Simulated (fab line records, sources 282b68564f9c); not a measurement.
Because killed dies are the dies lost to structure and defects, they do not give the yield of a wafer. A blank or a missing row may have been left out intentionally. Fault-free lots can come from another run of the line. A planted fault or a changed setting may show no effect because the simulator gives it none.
fab line records ; flow rit-cmos
record: lots: 5; wafers: 15; last-day: 7
route steps=202 shown ACTIVE@14 FOX1@20 FOX2@23 NWELL@28 PWELL@39 WELLDRIVE@50 NRETRO@53 M1@202
lots untouched by any fault: they come from a run of this same line in which no faults occurred
start-h: start of the lot's first displayed wafer, in hours after the record's first day ; wait-h: hours since the lot's step before ; " unchanged from the row above ; L1.1+2: one row covering several wafers at once ; - no value, or no start was given ; * or withheld: withheld ; < > ~ a bound
route shown NAME@n: a module of which the file shows steps, and the number in the route of the first ; usual: mean/standard deviation taken from wafers without a fault ; same: alike in all rows ; chamber/n: place in a boat ; sites: per-site readings ; _std_site: the values' standard deviation ; _edge_site: inner sites' mean taken away from outer sites' mean ; radius-mm: for every site, how far away it sits from the centre of the wafer ; mask NAME#n: copy n ; behind: the most recent tool/chamber to have shaped the wafer ; hold: what put the lot on hold/how long, in hours/how the hold closed ; device: whichever transistor did not switch (one of n, p or np) ; end of line: the route-end tests of the same wafers ; a step without rows: its recipe alone ; killed: at the first sort, the dies lost to defects and structure; wafer yield is something else ; map: dies across one wafer; x = killed, . = not, _ = none there
set.NAME: the setting as run; set.NAME@STEP: as run at that earlier step ; model.NAME: the simulator's own value behind a step, which no gauge read
lots at some steps of the route; a table a step, a row a wafer
services: from which hour (start-h, from the record's first day; less than 0 if before it) a tool's chamber was out of use, for how many hours, and why
== steps ==
step: RIT_ACTIVE_ETCH_13
recipe: stop-on: SiO2; chemistry: SF6; target: Si3N4; time-s: 210; over-etch-frac: 0.4; SF6_flow_sccm: 200; pressure-mtorr: 260; rf-w: 125; target-depth-a: 2100
usual: SF6_flow_sccm: 200.0/0.59; drypump-motor-current-A: 5.7/0.34; oes-product-au: 0.820/0.014; throttle-valve-pct: 7.47/0.14
lot.wafer;tool;chamber;start-h;wait-h;SF6_flow_sccm;drypump-motor-current-A;oes-product-au;rf-hours-counter-h;throttle-valve-pct
L675.1;rie-diel-01;1;15.24;0.1;200.1;5.8;0.803;4;7.58
L675.3;rie-diel-01;0;15.24;0.1;199.2;5.8;0.832;1;7.34
L675.5;rie-diel-01;0;15.24;0.1;200.7;5.8;0.844;-;7.36
L676.2;rie-diel-04;3;20.02;0.1;199.3;5.5;0.829;38;7.63
L676.5;rie-diel-04;0;20.02;0.1;200.0;6.1;0.806;-;7.31
L676.6;rie-diel-04;3;20.02;0.1;199.7;5.5;0.831;-;7.66
L687.3;rie-diel-02;1;76.68;0.1;200.1;5.4;0.834;3;7.62
L687.4;rie-diel-02;3;76.68;0.1;199.1;5.5;0.812;3;7.50
L687.6;rie-diel-02;0;76.68;0.1;200.4;5.1;0.809;-;7.26
L697.2;rie-diel-01;1;125.33;0.1;199.8;5.8;0.814;6;7.57
L697.3;rie-diel-01;0;125.33;0.1;200.4;5.8;0.842;3;7.34
L697.4;rie-diel-01;1;125.33;0.1;199.5;5.8;0.809;-;7.57
L698.3;rie-diel-02;1;129.83;0.1;199.6;5.4;0.829;4;7.63
L698.4;rie-diel-02;3;129.83;0.1;200.1;5.5;0.811;4;7.48
L698.5;rie-diel-02;3;129.83;0.1;199.6;5.6;0.812;-;7.49
step: RIT_ACTIVE_STRIP_14
recipe: chemistry: O2; time-s: 180; resist: NOVOLAK; platen-temp-c: withheld; power-w: 500; pressure-mtorr: 4000; o2-flow-sccm: 4000
usual: drypump-motor-current-A: 6.08/0.25
lot.wafer;tool;chamber;start-h;wait-h;drypump-motor-current-A;rf-hours-counter-h
L675.1;plasma-asher-03;1;15.38;0.1;5.97;24
L675.3;plasma-asher-03;1;15.38;0.1;5.96;-
L675.5;plasma-asher-03;1;15.38;0.1;6.00;-
L676.2;plasma-asher-04;0;20.15;0.1;6.06;33
L676.5;plasma-asher-04;1;20.15;0.1;6.38;-
L676.6;plasma-asher-04;0;20.15;0.1;6.04;-
L687.3;plasma-asher-01;1;76.87;0.1;5.65;-
L687.4;plasma-asher-01;0;76.87;0.1;5.61;-
L687.6;plasma-asher-01;0;76.87;0.1;5.63;-
L697.2;plasma-asher-04;1;125.46;0.1;6.41;46
L697.3;plasma-asher-04;1;125.46;0.1;6.33;-
L697.4;plasma-asher-04;0;125.46;0.1;6.06;-
L698.3;plasma-asher-03;1;130.03;0.1;5.98;-
L698.4;plasma-asher-03;0;130.03;0.1;6.12;-
L698.5;plasma-asher-03;0;130.03;0.1;6.16;-
step: RIT_ACTIVE_CD_MEAS_90
recipe: target-cd-nm: 1400
usual: cd-nm: 1399.6/2.7
lot.wafer;tool;chamber;start-h;wait-h;cd-nm
L675.1;cd-sem-01;-;15.55;0.1;1397.4
L675.3;cd-sem-01;-;15.55;0.1;1398.1
L675.5;cd-sem-01;-;15.55;0.1;1398.4
L676.2;cd-sem-01;-;20.35;0.1;1401.0
L676.5;cd-sem-01;-;20.35;0.1;1400.0
L676.6;cd-sem-01;-;20.35;0.1;1398.8
L687.3;cd-sem-02;-;77.03;0.1;1401.0
L687.4;cd-sem-02;-;77.03;0.1;1399.7
L687.6;cd-sem-02;-;77.03;0.1;1399.8
L697.2;cd-sem-01;-;125.66;0.1;1399.8
L697.3;cd-sem-01;-;125.66;0.1;1396.9
L697.4;cd-sem-01;-;125.66;0.1;1399.1
L698.3;cd-sem-01;-;130.18;0.1;1397.2
L698.4;cd-sem-01;-;130.18;0.1;1396.5
L698.5;cd-sem-01;-;130.18;0.1;1396.1
step: RIT_ACTIVE_CLEAN_15
recipe: chemistry: SC1; mix: 3:3:50; time-s: 600; temp-c: 75
step: RIT_ACTIVE_CLEAN_16
recipe: chemistry: dHF; dilution: 50:1; time-s: 30
step: RIT_ACTIVE_CLEAN_17
recipe: chemistry: SC2; mix: 3:3:50; time-s: 600; temp-c: 75; dry: n2-spin
step: RIT_FOX1_OXIDATION_00
recipe: temp-c: 1108; ambient: H2O; target-thk-a: 3507; p-h2o-torr: 720; ox-time-s: 1130
step: RIT_FOX1_THK_MEAS_01
recipe: reads: SiO2_of_FOX1_OXIDATION_00
usual: FOX1_OXIDE_THK: 363/6.9
lot.wafer;tool;chamber;start-h;wait-h;FOX1_OXIDE_THK[nm]
L675.1;film-metro-02;-;18.86;0.0;358
L675.3;film-metro-02;-;18.86;0.0;358
L675.5;film-metro-02;-;18.86;0.0;361
L676.2;film-metro-01;-;23.37;0.1;368
L676.5;film-metro-01;-;23.37;0.1;370
L676.6;film-metro-01;-;23.37;0.1;359
L687.3;film-metro-02;-;78.81;0.0;367
L687.4;film-metro-02;-;78.81;0.0;363
L687.6;film-metro-02;-;78.81;0.0;360
L697.2;film-metro-01;-;127.59;0.0;354
L697.3;film-metro-01;-;127.59;0.0;356
L697.4;film-metro-01;-;127.59;0.0;359
L698.3;film-metro-02;-;133.39;0.0;375
L698.4;film-metro-02;-;133.39;0.0;378
L698.5;film-metro-02;-;133.39;0.0;372
step: RIT_FOX1_WET_ETCH_02
recipe: chemistry: BOE; target-depth-nm: 350; time-s: 390; temp-c: 21.5; dry: n2-spin; dilution: 10:1; target: SiO2
step: RIT_FOX2_OXIDATION_00
recipe: temp-c: 1100; ambient: H2O; target-thk-a: 3507; p-h2o-torr: 720; ox-time-s: 1130
step: RIT_FOX2_THK_MEAS_01
recipe: reads: SiO2_of_FOX2_OXIDATION_00
usual: FOX2_OXIDE_THK: 350/6.3
lot.wafer;tool;chamber;start-h;wait-h;FOX2_OXIDE_THK[nm]
L675.1;film-metro-04;-;21.37;0.0;344
L675.3;film-metro-04;-;21.37;0.0;340
L675.5;film-metro-04;-;21.37;0.0;345
L676.2;film-metro-03;-;25.09;0.0;366
L676.5;film-metro-03;-;25.09;0.0;362
L676.6;film-metro-03;-;25.09;0.0;365
L687.3;film-metro-03;-;80.30;0.0;352
L687.4;film-metro-03;-;80.30;0.0;351
L687.6;film-metro-03;-;80.30;0.0;356
L697.2;film-metro-03;-;129.08;0.0;352
L697.3;film-metro-03;-;129.08;0.0;353
L697.4;film-metro-03;-;129.08;0.0;349
L698.3;film-metro-03;-;137.95;0.0;353
L698.4;film-metro-03;-;137.95;0.0;354
L698.5;film-metro-03;-;137.95;0.0;353
step: RIT_FOX2_CLEAN_02
recipe: chemistry: dHF; dilution: 50:1; time-s: 180
step: RIT_FOX2_WET_ETCH_03
recipe: chemistry: H3PO4; target: Si3N4; target-depth-nm: 195; temp-c: 165; time-s: 2700
usual: temp-c: 165.02/0.15
lot.wafer;tool;chamber;start-h;wait-h;temp-c
L675.1;wet-bench-03;3;21.49;0.0;164.88
L675.3;wet-bench-03;3;21.49;0.0;164.92
L675.5;wet-bench-03;3;21.49;0.0;165.09
L676.2;wet-bench-02;1;25.20;0.0;165.20
L676.5;wet-bench-02;1;25.20;0.0;164.83
L676.6;wet-bench-02;1;25.20;0.0;165.17
L687.3;wet-bench-02;0;80.40;0.0;165.20
L687.4;wet-bench-02;0;80.40;0.0;165.09
L687.6;wet-bench-02;0;80.40;0.0;165.01
L697.2;wet-bench-01;3;129.19;0.0;165.10
L697.3;wet-bench-01;3;129.19;0.0;165.10
L697.4;wet-bench-01;3;129.19;0.0;165.01
L698.3;wet-bench-03;0;138.05;0.0;165.02
L698.4;wet-bench-03;0;138.05;0.0;164.75
L698.5;wet-bench-03;0;138.05;0.0;165.24
step: RIT_FOX2_THK_MEAS_90
recipe: reads: SiO2_of_FOX2_OXIDATION_00
usual: FIELD_OXIDE_LEFT_1_THK: 323/6.3
lot.wafer;tool;chamber;start-h;wait-h;FIELD_OXIDE_LEFT_1_THK[nm]
L675.1;film-metro-03;-;22.25;0.0;317
L675.3;film-metro-03;-;22.25;0.0;313
L675.5;film-metro-03;-;22.25;0.0;318
L676.2;film-metro-02;-;25.97;0.0;339
L676.5;film-metro-02;-;25.97;0.0;335
L676.6;film-metro-02;-;25.97;0.0;338
L687.3;film-metro-02;-;81.18;0.0;325
L687.4;film-metro-02;-;81.18;0.0;324
L687.6;film-metro-02;-;81.18;0.0;328
L697.2;film-metro-02;-;129.96;0.0;324
L697.3;film-metro-02;-;129.96;0.0;325
L697.4;film-metro-02;-;129.96;0.0;322
L698.3;film-metro-03;-;138.83;0.0;326
L698.4;film-metro-03;-;138.83;0.0;326
L698.5;film-metro-03;-;138.83;0.0;325
step: RIT_NWELL_HMDS_00
recipe: prime-time-s: 60; prime-temp-c: 140
step: RIT_NWELL_COAT_01
recipe: resist: NOVOLAK; spin-rpm: 2000; resist-thk-nm: 1300
step: RIT_NWELL_SOFTBAKE_02
recipe: resist: NOVOLAK; temp-c: 90; time-s: 60
step: RIT_NWELL_EXPOSE_03
recipe: mask-id: M2; na: 0.57; target-cd-nm: 43900; dose-mj: 250
step: RIT_NWELL_PEB_04
recipe: resist: NOVOLAK; temp-c: withheld; time-s: withheld
step: RIT_NWELL_DEVELOP_05
recipe: resist: NOVOLAK; develop-time-s: 68; dev-temp-c: 23
step: RIT_NWELL_OVL_MEAS_06
usual: NWELL_OVL: -0.7/1.4
lot.wafer;tool;chamber;start-h;wait-h;NWELL_OVL[nm]
L675.1;overlay-02;-;23.31;-;-0.8
L675.3;overlay-02;-;23.31;-;0.6
L675.5;overlay-02;-;23.31;-;-1.6
L676.2;overlay-02;-;29.02;-;-1.0
L676.5;overlay-02;-;29.02;-;0.6
L676.6;overlay-02;-;29.02;-;-1.0
L687.3;overlay-02;-;82.11;-;0.3
L687.4;overlay-02;-;82.11;-;0.2
L687.6;overlay-02;-;82.11;-;-2.6
L697.2;overlay-01;-;131.02;-;-1.1
L697.3;overlay-01;-;131.02;-;-1.0
L697.4;overlay-01;-;131.02;-;-0.6
L698.3;overlay-01;-;139.92;-;-0.4
L698.4;overlay-01;-;139.92;-;-1.1
L698.5;overlay-01;-;139.92;-;-0.5
step: RIT_NWELL_HARDBAKE_07
recipe: resist: NOVOLAK; temp-c: 140; time-s: 120
step: RIT_NWELL_IMPLANT_08
recipe: species: P; energy-kev: 171; dose-cm2: 5e+13; tilt-deg: 7
step: RIT_NWELL_STRIP_09
recipe: chemistry: O2; time-s: 180; resist: NOVOLAK; platen-temp-c: withheld; power-w: 500; pressure-mtorr: 4000; o2-flow-sccm: 4000
usual: drypump-motor-current-A: 6.08/0.2
lot.wafer;tool;chamber;start-h;wait-h;drypump-motor-current-A;rf-hours-counter-h
L675.1;plasma-asher-03;1;23.75;0.1;5.92;25
L675.3;plasma-asher-03;1;23.75;0.1;5.96;-
L675.5;plasma-asher-03;1;23.75;0.1;5.98;-
L676.2;plasma-asher-04;0;29.45;0.1;6.02;34
L676.5;plasma-asher-04;1;29.45;0.1;6.42;-
L676.6;plasma-asher-04;0;29.45;0.1;5.99;-
L687.3;plasma-asher-03;1;82.59;0.1;5.95;-
L687.4;plasma-asher-03;0;82.59;0.1;6.17;-
L687.6;plasma-asher-03;0;82.59;0.1;6.17;-
L697.2;plasma-asher-02;0;131.45;0.1;6.04;1
L697.3;plasma-asher-02;0;131.45;0.1;6.02;-
L697.4;plasma-asher-02;1;131.45;0.1;5.71;-
L698.3;plasma-asher-04;0;140.40;0.1;6.07;-
L698.4;plasma-asher-04;1;140.40;0.1;6.43;-
L698.5;plasma-asher-04;0;140.40;0.1;6.09;-
step: RIT_NWELL_TW_MEAS_10
usual: NWELL_TW: 2149/34
lot.wafer;tool;chamber;start-h;wait-h;NWELL_TW
L675.1;film-metro-03;-;23.92;0.1;2189
L675.3;film-metro-03;-;23.92;0.1;2191
L675.5;film-metro-03;-;23.92;0.1;2188
L676.2;film-metro-03;-;29.64;0.1;2191
L676.5;film-metro-03;-;29.64;0.1;2177
L676.6;film-metro-03;-;29.64;0.1;2195
L687.3;film-metro-04;-;82.73;0.1;2163
L687.4;film-metro-04;-;82.73;0.1;2159
L687.6;film-metro-04;-;82.73;0.1;2152
L697.2;film-metro-01;-;131.64;0.1;2102
L697.3;film-metro-01;-;131.64;0.1;2112
L697.4;film-metro-01;-;131.64;0.1;2115
L698.3;film-metro-03;-;140.53;0.1;2187
L698.4;film-metro-03;-;140.53;0.1;2180
L698.5;film-metro-03;-;140.53;0.1;2185
step: RIT_PWELL_HMDS_00
recipe: prime-time-s: 60; prime-temp-c: 140
step: RIT_PWELL_COAT_01
recipe: resist: NOVOLAK; spin-rpm: 2000; resist-thk-nm: 1300
step: RIT_PWELL_SOFTBAKE_02
recipe: resist: NOVOLAK; temp-c: 90; time-s: 59.02
step: RIT_PWELL_EXPOSE_03
recipe: mask-id: M3; na: 0.57; target-cd-nm: 43700; dose-mj: 250
step: RIT_PWELL_PEB_04
recipe: resist: NOVOLAK; temp-c: withheld; time-s: withheld
step: RIT_PWELL_DEVELOP_05
recipe: resist: NOVOLAK; develop-time-s: 68; dev-temp-c: 23
step: RIT_PWELL_OVL_MEAS_06
usual: PWELL_OVL: -0.1/1.6
lot.wafer;tool;chamber;start-h;wait-h;PWELL_OVL[nm]
L675.1;overlay-02;-;25.11;-;-2.8
L675.3;overlay-02;-;25.11;-;-1.3
L675.5;overlay-02;-;25.11;-;-1.2
L676.2;overlay-01;-;30.70;-;0.8
L676.5;overlay-01;-;30.70;-;0.6
L676.6;overlay-01;-;30.70;-;1.1
L687.3;overlay-02;-;83.79;-;-1.5
L687.4;overlay-02;-;83.79;-;-2.6
L687.6;overlay-02;-;83.79;-;-0.2
L697.2;overlay-02;-;132.68;-;1.1
L697.3;overlay-02;-;132.68;-;0.0
L697.4;overlay-02;-;132.68;-;0.3
L698.3;overlay-01;-;141.47;-;1.6
L698.4;overlay-01;-;141.47;-;1.8
L698.5;overlay-01;-;141.47;-;-0.2
step: RIT_PWELL_HARDBAKE_07
recipe: resist: NOVOLAK; temp-c: 140; time-s: 120
step: RIT_PWELL_IMPLANT_08
recipe: species: B; energy-kev: 170; dose-cm2: 7e+13; tilt-deg: 7
step: RIT_PWELL_STRIP_09
recipe: chemistry: O2; time-s: 180; resist: NOVOLAK; platen-temp-c: withheld; power-w: 500; pressure-mtorr: 4000; o2-flow-sccm: 4000
usual: drypump-motor-current-A: 6.00/0.29
lot.wafer;tool;chamber;start-h;wait-h;drypump-motor-current-A;rf-hours-counter-h
L675.1;plasma-asher-01;1;25.55;0.1;5.67;38
L675.3;plasma-asher-01;0;25.55;0.1;5.64;-
L675.5;plasma-asher-01;0;25.55;0.1;5.66;-
L676.2;plasma-asher-02;1;31.13;0.1;5.73;39
L676.5;plasma-asher-02;1;31.13;0.1;5.72;-
L676.6;plasma-asher-02;0;31.13;0.1;6.05;-
L687.3;plasma-asher-02;0;84.27;0.1;6.04;-
L687.4;plasma-asher-02;1;84.27;0.1;5.69;-
L687.6;plasma-asher-02;1;84.27;0.1;5.69;-
L697.2;plasma-asher-04;1;133.20;0.1;6.36;47
L697.3;plasma-asher-04;1;133.20;0.1;6.39;-
L697.4;plasma-asher-04;0;133.20;0.1;6.06;-
L698.3;plasma-asher-04;1;141.95;0.1;6.39;-
L698.4;plasma-asher-04;0;141.95;0.1;6.04;-
L698.5;plasma-asher-04;1;141.95;0.1;6.41;-
step: RIT_PWELL_TW_MEAS_10
usual: PWELL_TW: 954/15
lot.wafer;tool;chamber;start-h;wait-h;PWELL_TW
L675.1;film-metro-01;-;25.72;0.1;943
L675.3;film-metro-01;-;25.72;0.1;939
L675.5;film-metro-01;-;25.72;0.1;941
L676.2;film-metro-01;-;31.31;0.1;937
L676.5;film-metro-01;-;31.31;0.1;937
L676.6;film-metro-01;-;31.31;0.1;938
L687.3;film-metro-01;-;84.41;0.1;936
L687.4;film-metro-01;-;84.41;0.1;935
L687.6;film-metro-01;-;84.41;0.1;935
L697.2;film-metro-01;-;133.38;0.1;935
L697.3;film-metro-01;-;133.38;0.1;941
L697.4;film-metro-01;-;133.38;0.1;935
L698.3;film-metro-04;-;142.09;0.1;957
L698.4;film-metro-04;-;142.09;0.1;955
L698.5;film-metro-04;-;142.09;0.1;954
step: RIT_WELLDRIVE_ANNEAL_00
recipe: temp-c: 1100; time-s: 14700; ambient: N2
step: RIT_WELLDRIVE_RS_MEAS_01
recipe: thk-meas-gauge: four-point-probe
usual: NWELL_RS: 275.5/0.84
lot.wafer;tool;chamber;start-h;wait-h;NWELL_RS[ohm/sq]
L675.1;film-metro-03;-;30.86;0.0;276.2
L675.3;film-metro-03;-;30.86;0.0;275.1
L675.5;film-metro-03;-;30.86;0.0;275.3
L676.2;film-metro-04;-;36.65;0.0;275.6
L676.5;film-metro-04;-;36.65;0.0;275.0
L676.6;film-metro-04;-;36.65;0.0;275.1
L687.3;film-metro-04;-;89.93;0.0;274.9
L687.4;film-metro-04;-;89.93;0.0;274.1
L687.6;film-metro-04;-;89.93;0.0;274.0
L697.2;film-metro-03;-;140.86;0.0;276.3
L697.3;film-metro-03;-;140.86;0.0;275.9
L697.4;film-metro-03;-;140.86;0.0;276.5
L698.3;film-metro-01;-;147.25;0.0;274.4
L698.4;film-metro-01;-;147.25;0.0;274.2
L698.5;film-metro-01;-;147.25;0.0;274.8
step: RIT_WELLDRIVE_RS_MEAS_02
recipe: thk-meas-gauge: four-point-probe
usual: PWELL_RS: 429.3/1.1
lot.wafer;tool;chamber;start-h;wait-h;PWELL_RS[ohm/sq]
L675.1;film-metro-03;-;30.98;0.1;429.3
L675.3;film-metro-03;-;30.98;0.1;430.2
L675.5;film-metro-03;-;30.98;0.1;430.6
L676.2;film-metro-04;-;36.77;0.1;429.7
L676.5;film-metro-04;-;36.77;0.1;430.1
L676.6;film-metro-04;-;36.77;0.1;429.3
L687.3;film-metro-04;-;90.05;0.1;430.3
L687.4;film-metro-04;-;90.05;0.1;429.9
L687.6;film-metro-04;-;90.05;0.1;429.6
L697.2;film-metro-03;-;140.98;0.1;430.0
L697.3;film-metro-03;-;140.98;0.1;429.3
L697.4;film-metro-03;-;140.98;0.1;429.5
L698.3;film-metro-01;-;147.37;0.1;429.8
L698.4;film-metro-01;-;147.37;0.1;428.2
L698.5;film-metro-01;-;147.37;0.1;427.8
step: RIT_NRETRO_HMDS_00
recipe: prime-time-s: 60; prime-temp-c: 140
step: RIT_NRETRO_COAT_01
recipe: resist: NOVOLAK; spin-rpm: 2000; resist-thk-nm: 1300
step: RIT_NRETRO_SOFTBAKE_02
recipe: resist: NOVOLAK; temp-c: 90; time-s: 60
step: RIT_M1_PROBE_99
usual: killed-at-contacts: 0.0/0.2; killed-at-front-end: 6.6/2.8; killed-dies: 6.6/2.8; killed-open: 3.3/1.9; killed-short: 3.2/1.8
same: gross-dies: 264; killed_at_M0_to_M3: 0; killed_at_M4_up: 0; killed-at-back-side: 0; killed-at-other: 0
lot.wafer;tool;chamber;start-h;wait-h;killed-at-contacts;killed-at-front-end;killed-dies;killed-open;killed-short
L675.1;prober-02;-;62.41;0.1;0;2;2;1;1
L675.3;prober-02;-;62.51;0.2;0;4;4;0;4
L675.5;prober-02;-;62.61;0.2;0;9;9;6;3
L676.2;prober-01;-;66.63;0.1;0;6;6;4;2
L676.5;prober-01;-;66.78;0.2;0;4;4;0;3
L676.6;prober-01;-;66.83;0.2;0;8;8;4;4
L687.3;prober-02;-;119.52;0.2;0;29;29;2;5
L687.4;prober-02;-;119.57;0.2;0;36;36;6;5
L687.6;prober-02;-;119.67;0.2;1;35;36;3;8
L697.2;prober-02;-;174.80;0.1;0;4;4;2;2
L697.3;prober-02;-;174.85;0.2;0;8;8;7;1
L697.4;prober-02;-;174.90;0.2;0;4;4;2;2
L698.3;prober-01;-;179.04;0.2;0;8;8;3;5
L698.4;prober-01;-;179.09;0.2;0;8;8;5;3
L698.5;prober-01;-;179.14;0.2;0;5;5;2;3
killed by level:class
L675.1 FOX1:geometric-particle:short=1 SILICIDE:geometric-particle:open=1
L675.3 REOX:geometric-particle:short=2 FOX1:geometric-particle:short=1 GATE:geometric-particle:short=1
L675.5 FOX1:geometric-particle:open=3 FOX1:geometric-particle:short=2 FOX2:geometric-particle:open=1 FOX2:geometric-particle:short=1 GATE:geometric-particle:open=1 SILICIDE:geometric-particle:open=1
L676.2 GATE:geometric-particle:open=3 FOX2:geometric-particle:short=1 REOX:geometric-particle:short=1 SPACER:geometric-particle:open=1
L676.5 FOX1:geometric-particle:short=1 GATE:geometric-particle:short=1 REOX:geometric-particle:short=1 GATE:coat-microbubble-printed=1
L676.6 GATE:geometric-particle:open=3 FOX2:geometric-particle:short=1 GATE:geometric-particle:short=1 REOX:geometric-particle:short=1 SPACER:geometric-particle:short=1 SILICIDE:geometric-particle:open=1
L687.3 FOX2:unspecified=22 FOX2:geometric-particle:short=2 REOX:geometric-particle:short=2 FOX2:geometric-particle:open=1 GATE:geometric-particle:open=1 GATE:geometric-particle:short=1
L687.4 FOX2:unspecified=25 GATE:geometric-particle:open=3 FOX2:geometric-particle:short=2 GATE:geometric-particle:short=2 FOX1:geometric-particle:open=1 FOX2:geometric-particle:open=1 SPACER:geometric-particle:open=1 SILICIDE:geometric-particle:short=1
L687.6 FOX2:unspecified=25 FOX2:geometric-particle:short=4 FOX1:geometric-particle:short=1 GATE:geometric-particle:short=1 GATE:geometric-particle:open=1 SPACER:geometric-particle:open=1 SILICIDE:geometric-particle:open=1 SILICIDE:geometric-particle:short=1
L697.2 GATE:geometric-particle:open=2 GATE:geometric-particle:short=1 SILICIDE:geometric-particle:short=1
L697.3 GATE:geometric-particle:open=3 SILICIDE:geometric-particle:open=2 FOX1:geometric-particle:open=1 REOX:geometric-particle:open=1 REOX:geometric-particle:short=1
L697.4 FOX1:geometric-particle:short=1 GATE:geometric-particle:short=1 GATE:geometric-particle:open=1 SPACER:geometric-particle:open=1
L698.3 FOX1:geometric-particle:short=2 SPACER:geometric-particle:open=2 SILICIDE:geometric-particle:short=2 GATE:geometric-particle:open=1 SPACER:geometric-particle:short=1
L698.4 FOX2:geometric-particle:open=2 GATE:geometric-particle:open=2 FOX1:geometric-particle:short=1 FOX2:geometric-particle:short=1 SPACER:geometric-particle:open=1 SPACER:geometric-particle:short=1
L698.5 SPACER:geometric-particle:short=2 FOX2:geometric-particle:open=1 GATE:geometric-particle:short=1 SILICIDE:geometric-particle:open=1
map L687.4 (x killed, . not)
________......._______
_____.............____
____..x............___
___..............x..__
__..................x_
__x..x..............._
_...x..x..............
_x.xxxx...x........x..
_.xxxxxxx..........x..
_.xxxxxxx.............
__x.x.....x.........._
__...x.............x._
___.................__
____...............___
_____........x....____
________......x_______
map L676.6 (x killed, . not)
________......._______
_____.............____
____...............___
___x...............x__
__....x.............._
__....x.............._
_.....x...............
_.....................
_.....................
_......x..............
__..................._
__..................._
___.................__
____.......x.......___
_____.............____
________..x...._______
== services ==
tool;chamber;start-h;hours;kind
plasma-asher-04;-;-2.07;2.8;pm
plasma-asher-02;-;9.44;1.0;repair
rie-diel-04;-;24.85;14.6;pm
rie-diel-02;-;32.40;0.6;repair
rie-diel-02;3;46.97;1.7;repair
plasma-asher-02;-;47.67;6.0;repair
plasma-asher-03;-;57.27;5.9;repair
rie-diel-01;-;60.43;1.9;repair
plasma-asher-02;-;77.79;6.2;repair
wet-bench-01;-;90.80;7.5;repair
plasma-asher-01;-;105.85;1.3;repair
plasma-asher-01;-;108.39;19.9;repair
plasma-asher-02;-;108.75;9.0;pm
plasma-asher-02;0;108.75;9.0;vent-cycle
plasma-asher-02;1;108.75;9.0;vent-cycle
plasma-asher-02;0;117.75;-;clean
plasma-asher-02;1;117.75;-;clean
rie-diel-01;3;123.45;7.3;repair
== key ==
first-sign: step: RIT_M1_PROBE_99; reading: killed-dies; direction: up; sigmas: 9.6; usual: 6.6; struck: 33.7
effect: step: RIT_M1_PROBE_99; reading: killed-at-front-end; direction: up; sigmas: 9.5; usual: 6.6; struck: 33.3
met-at RIT_FOX2_WET_ETCH_03
struck-wafers L687.3,L687.4,L687.6
tester-left-out L687
also-fits RIT_ACTIVE_STRIP_14:plasma-asher-01,RIT_NWELL_STRIP_09:plasma-asher-03,RIT_PWELL_STRIP_09:plasma-asher-02
fault: kind: chamber-particle-source; tool: wet-bench-02; chamber: 0; onset-h: 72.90; steps: RIT_FOX2_WET_ETCH_03; rate-per-visit-cm2: 0.39629; end-h: 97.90
tester-left-out: of these lots the tester's yield and bins aren't shown, on N5 and GAA mostly nor the transistor test; their killed dies are dies lost to structure and defects alone, not to doping, threshold or leakage, so they don't give the yield
